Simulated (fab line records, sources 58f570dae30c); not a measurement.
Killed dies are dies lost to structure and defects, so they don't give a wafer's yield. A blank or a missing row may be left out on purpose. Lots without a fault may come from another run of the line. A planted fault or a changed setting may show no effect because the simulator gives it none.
One fault seen from 2 desks | flow berkeley_cmos170 | each desk has only its own numbers; what lay behind them comes last

THE TOOL OWNER'S DESK: krf_scanner-01
The tool's own readings at UCB170_M1_EXPOSE_06 (exposes mask METAL1, target cd 700 nm): means of the sampled wafers that have a number, for each lot that ran on this tool. A lot is out of limits, marked OUT, if its mean lies more than 4 standard deviations from the usual mean; the brackets give that distance.
Columns: A = exposure_dose_mJ_cm2 at UCB170_M1_EXPOSE_06, usual 20.944
lot  | first seen here | A
L180 | day 7 13:53     | 20.940
L183 | day 7 14:44     | 20.955
L179 | day 7 15:08     | 20.958
L182 | day 7 15:32     | 20.959
L185 | day 8 13:07     | 20.963
L187 | day 8 15:08     | 20.913
L188 | day 9 11:06     | 20.543 (-16) OUT
This desk's finding: out of limits on L188; first on L188, day 9 11:06 (exposure_dose_mJ_cm2 at UCB170_M1_EXPOSE_06). In limits: L180, L183, L179, L182, L185, L187.

THE METROLOGY DESK
What the gauges read, lot by lot, whatever tool the lot ran on: means of the sampled wafers that have a number. A lot is out of limits, marked OUT, if its mean lies more than 4 standard deviations from the usual mean; the brackets give that distance.
Columns: A = cd_nm at UCB170_M1_CD_MEAS_09, usual 699.8 nm; B = V1_POLISHED_THK at UCB170_V1_THK_MEAS_04, usual 1000.1 nm
lot  | first seen here | A               | B
L180 | day 7 14:44     | 698.1           | 1000.3
L181 | day 7 15:19     | 700.7           | 998.9
L183 | day 7 15:40     | 703.3           | 999.1
L179 | day 7 16:15     | 697.5           | 1000.5
L182 | day 7 16:32     | 699.2           | 1000.1
L185 | day 8 13:30     | 700.2           | 1000.3
L187 | day 8 15:52     | 699.8           | 999.2
L184 | day 8 16:35     | 700.7           | 1001.7
L188 | day 9 11:55     | 682.0 (-10) OUT | 999.4
L193 | day 10 09:28    | 697.9           | 1000.5
L199 | day 11 01:49    | 698.8           | 1000.9
L200 | day 11 18:14    | 699.7           | 999.5
L201 | day 11 18:31    | 697.8           | 999.9
This desk's finding: out of limits on L188; first on L188, day 9 11:55 (cd_nm at UCB170_M1_CD_MEAS_09). In limits: L180, L181, L183, L179, L182, L185, L187, L184, L193, L199, L200, L201.

PUT TOGETHER
The tool owner's desk could have raised an alarm at day 9 11:06, on L188.
The metrology desk could have raised an alarm at day 9 11:55, on L188.
Of the lots named, all ran UCB170_M1_EXPOSE_06 on krf_scanner-01.

WHAT THE SIMULATOR HAD PUT IN
Process parameter drift: krf_scanner-01, from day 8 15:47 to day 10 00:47, at UCB170_M1_EXPOSE_06. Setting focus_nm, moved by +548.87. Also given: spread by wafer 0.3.
Lots struck among those shown: L188.
Hours from the fault's start to each desk's first reading out of limits: the tool owner's desk, 19; the metrology desk, 20.
